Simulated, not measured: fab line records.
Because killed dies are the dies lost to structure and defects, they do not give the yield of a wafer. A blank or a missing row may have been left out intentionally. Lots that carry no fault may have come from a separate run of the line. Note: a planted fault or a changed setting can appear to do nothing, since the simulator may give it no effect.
Which of the tools did it? -- flow berkeley_cmos170 -- Sampling: 14 lots, 42 wafers, 3 of 331 route steps

== WHAT EACH GAUGE READ, for each wafer ==
UCB170_V1_CD_MEAS_90: target cd 700 nm.
lot,measured,on,cd_nm (nm)
L438,day 8 11:37,cd_sem-01,699.9 701.1 700.4
L439,day 8 18:22,cd_sem-01,698.6 700.9 700.3
L440,day 9 13:47,cd_sem-01,702.2 700.5 701.1
L443,day 9 15:07,cd_sem-02,701.0 699.9 699.6
L441,day 9 16:44,cd_sem-01,699.1 700.4 698.9
L447,day 10 14:31,cd_sem-02,700.9 698.2 699.0
L445,day 10 14:52,cd_sem-02,699.2 701.2 699.5
L446,day 10 15:17,cd_sem-01,700.1 698.9 698.9
L444,day 10 15:49,cd_sem-01,698.2 697.7 697.6
L449,day 10 17:29,cd_sem-01,699.9 698.9 699.0
L450,day 11 10:15,cd_sem-02,699.9 698.4 698.5
L452,day 11 11:55,cd_sem-02,698.1 699.3 699.4
L453,day 12 02:41,cd_sem-02,701.7 702.1 702.6
L460,day 14 02:24,cd_sem-02,698.7 698.6 701.3

UCB170_M2_OVL_MEAS_16.
lot,measured,on,M2_OVL (nm)
L438,day 8 14:40,overlay-02,-1 -7 -2
L439,day 8 21:29,overlay-02,-4 5 -4
L440,day 9 15:55,overlay-01,3 0 7
L443,day 9 17:58,overlay-02,3 6 -1
L441,day 9 19:10,overlay-02,1 1 -1
L447,day 10 17:10,overlay-01,2 2 -1
L445,day 10 17:31,overlay-01,10 1 -2
L446,day 10 19:31,overlay-01,5 10 10
L444,day 10 19:52,overlay-01,3 0 1
L449,day 10 20:09,overlay-02,3 -2 -3
L450,day 11 12:22,overlay-01,5 1 6
L452,day 11 15:29,overlay-02,-1 -1 1
L453,day 12 04:49,overlay-02,2 7 -1
L460,day 14 04:52,overlay-02,7 10 3

== TOOL THAT RAN EACH LOT (tool first, then ch and the chambers of the sampled wafers, then the start) ==
lot,UCB170_M2_STRIP_07
L438,"plasma_asher-02 ch 0,1, day 8 12:59"
L439,"plasma_asher-04 ch 0, day 8 19:16"
L440,"plasma_asher-03 ch 0,1, day 9 14:40"
L443,"plasma_asher-03 ch 1, day 9 16:14"
L441,"plasma_asher-04 ch 0,1, day 9 17:36"
L447,"plasma_asher-02 ch 0,1, day 10 15:25"
L445,"plasma_asher-02 ch 1, day 10 15:45"
L446,"plasma_asher-03 ch 0,1, day 10 16:12"
L444,"plasma_asher-02 ch 0,1, day 10 17:06"
L449,"plasma_asher-02 ch 0,1, day 10 18:23"
L450,"plasma_asher-04 ch 0,1, day 11 11:08"
L452,"plasma_asher-02 ch 0,1, day 11 12:58"
L453,"plasma_asher-02 ch 0,1, day 12 03:35"
L460,"plasma_asher-03 ch 0,1, day 14 03:27"
- UCB170_M2_STRIP_07: strips in O2.

== AS READ BY THE TOOLS THEMSELVES (means over the sampled wafers that have a number; for cases with no such wafer, the mark the record gives instead) ==
UCB170_M2_STRIP_07.
lot,tool,drypump_motor_current_A (A),oes_product_au (a.u.),strip_time_to_endpoint_s (s)
L438,plasma_asher-02,6.1,0.735,21.97
L439,plasma_asher-04,5.7,0.740,22.00
L440,plasma_asher-03,5.5,0.732,21.97
L443,plasma_asher-03,5.7,0.738,21.95
L441,plasma_asher-04,5.6,0.736,21.93
L447,plasma_asher-02,6.1,0.736,22.04
L445,plasma_asher-02,5.8,0.734,21.98
L446,plasma_asher-03,5.2,0.734,21.83
L444,plasma_asher-02,6.1,0.729,21.88
L449,plasma_asher-02,6.0,0.735,21.92
L450,plasma_asher-04,5.6,0.735,21.96
L452,plasma_asher-02,6.1,0.735,21.99
L453,plasma_asher-02,6.0,0.734,21.92
L460,plasma_asher-03,5.5,0.736,22.06

== THE ANSWER, worked out from the rows above alone ==
Rule: the usual values come from the lots themselves. The widest of any qualifying gaps counts: lots, ordered by their means at a reading, are off when they make up no more than a third of the lots, leave a main group of 4 or more, and stand apart from it by 3 or more times the standard deviation of that group's means. A main group is skipped when, at the precision printed for the reading in the tables above, its means are all equal. Also off: a lot with no number at a reading for which 4 or more lots have one. Any other lot the step has rows for is counted as sound. The gauges are gone through in route order, then the tools' own readings, and for those a lot's mean is taken as printed above. At the first step where some lot is off, the reading lying furthest off is the one used; lots without a number count as furthest.
No lot is off on any of the readings shown, so nothing can be concluded from this.

== WHAT THE SIMULATOR HAD PUT IN ==
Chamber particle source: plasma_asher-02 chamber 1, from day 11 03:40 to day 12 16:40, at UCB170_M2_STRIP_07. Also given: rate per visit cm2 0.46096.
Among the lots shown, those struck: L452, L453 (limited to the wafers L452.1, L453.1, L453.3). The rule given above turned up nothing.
